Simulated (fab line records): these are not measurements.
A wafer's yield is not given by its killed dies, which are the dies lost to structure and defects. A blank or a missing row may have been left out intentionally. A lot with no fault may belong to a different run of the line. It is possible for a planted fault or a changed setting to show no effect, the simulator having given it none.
Comparing a struck lot with a sound one | flow rit_cmos | 14 out of 202 route steps
Sound: wafers L953.2, L953.5, L953.6. Wafers L955.1, L955.2, L955.6 were the ones struck. The cause comes at the end.
For every step that has rows: the tool of each side, followed by ch and its chambers, followed by its first start. Under that, the readings that differ: sound wafers | struck wafers | difference of the means | sigmas: that difference in standard deviations of wafers without a fault.
alike: same words and numbers on both sides, and readings whose means sit less than 2 such deviations apart. not compared: any withheld reading, any reading some wafer has no value for, any bound like >300 that may hide the same value, and any number with overlapping values for which the record gives no deviation.
A row with sigmas, a row that says differs or no value, or rows on one side alone: a step with any of these is where the two part. Numbers that have no deviation but don't overlap get no sigmas and don't part them. A reading that every wafer of one side lacks parts them only if that side has two wafers or more.

first, 2 steps without rows for these wafers: RIT_PLDD_PEB_04; RIT_PLDD_DEVELOP_05 (develop time 50 s).
RIT_PLDD_OVL_MEAS_06:
  sound: overlay-02 at day 3 04:08; struck: overlay-01 at day 3 11:43
  alike: PLDD_OVL
then, 2 steps without rows for these wafers: RIT_PLDD_HARDBAKE_07 (time 60 s); RIT_PLDD_IMPLANT_08.
RIT_PLDD_STRIP_09: strips in O2, time 180 s.
  sound on plasma_asher-01 ch 0,1, day 3 04:28; struck on plasma_asher-01 ch 0,1, day 3 12:03
  alike: chamber_pressure_mTorr, drypump_motor_current_A
  not compared: rf_hours_counter_h
RIT_PLDD_TW_MEAS_10:
  sound: film_metro-01 at day 3 04:39; struck: film_metro-04 at day 3 12:14
  alike: PLDD_TW
then, 4 steps without rows for these wafers: RIT_SPACER_CLEAN_00 (cleans in SC1, time 600 s); RIT_SPACER_CLEAN_01 (cleans in dHF, time 30 s); RIT_SPACER_CLEAN_02 (cleans in SC2, time 600 s); RIT_SPACER_CVD_03 (deposits Si3N4 from SiH2Cl2/NH3, target thk 250 nm, time 3300 s).
RIT_SPACER_THK_MEAS_04:
  sound: film_metro-03 at day 3 07:02; struck: film_metro-01 at day 3 15:54
  reading                 | sound             | struck            | difference | sigmas
  SPACER_NITRIDE_THK (nm) | 246.6 244.5 244.7 | 250.0 252.8 251.9 | +6.3       | +3
RIT_SPACER_ETCHBACK_05: etches Si3N4 in SF6/CHF3, stops on SiO2, target depth 250 nm, time 246.9 s.
  sound on rie_diel-03 ch 1,2,3, day 3 07:05; struck on rie_diel-01 ch 0,1,2, day 3 15:58
  no value came back on the struck wafers for any of 7 readings (CHF3_flow_sccm (sccm), SF6_flow_sccm (sccm) and others); on the sound wafers CHF3_flow_sccm (sccm) reads 30.02 30.15 29.90
  reading                                     | sound             | struck            | difference | sigmas
  model.poly-Si_of_GATE_CVD_08.thk_nm (nm)    | 164.7 162.8 163.1 | 232.6 231.6 232.3 | +68.6      |
  model.Si3N4_of_SPACER_CVD_03.thk_nm (nm)    | 192.3 190.7 190.9 | 250 252.8 251.8   | +60        |
  model.SiO2_of_FOX2_OXIDATION_00.thk_nm (nm) | 193.7 189.7 192.4 | 220.8 219.7 221.6 | +28.8      |
  not compared: rf_hours_counter_h
RIT_M1_PROBE_99:
  sound: prober-01 at day 3 18:38; struck: prober-01 at day 4 03:05
  reading             | sound | struck      | difference | sigmas
  killed_at_front_end | 6 4 8 | 264 264 264 | +258       | +92
  killed_dies         | 6 4 8 | 264 264 264 | +258       | +92
  killed_on_rim       | 3 2 3 | 70 70 70    | +67        | +56
  alike: killed_at_contacts, killed_open, killed_short

== WHERE THEY PART ==
At RIT_SPACER_THK_MEAS_04 first; at RIT_M1_PROBE_99 last (within this record only).

WHY: what the simulator had put in
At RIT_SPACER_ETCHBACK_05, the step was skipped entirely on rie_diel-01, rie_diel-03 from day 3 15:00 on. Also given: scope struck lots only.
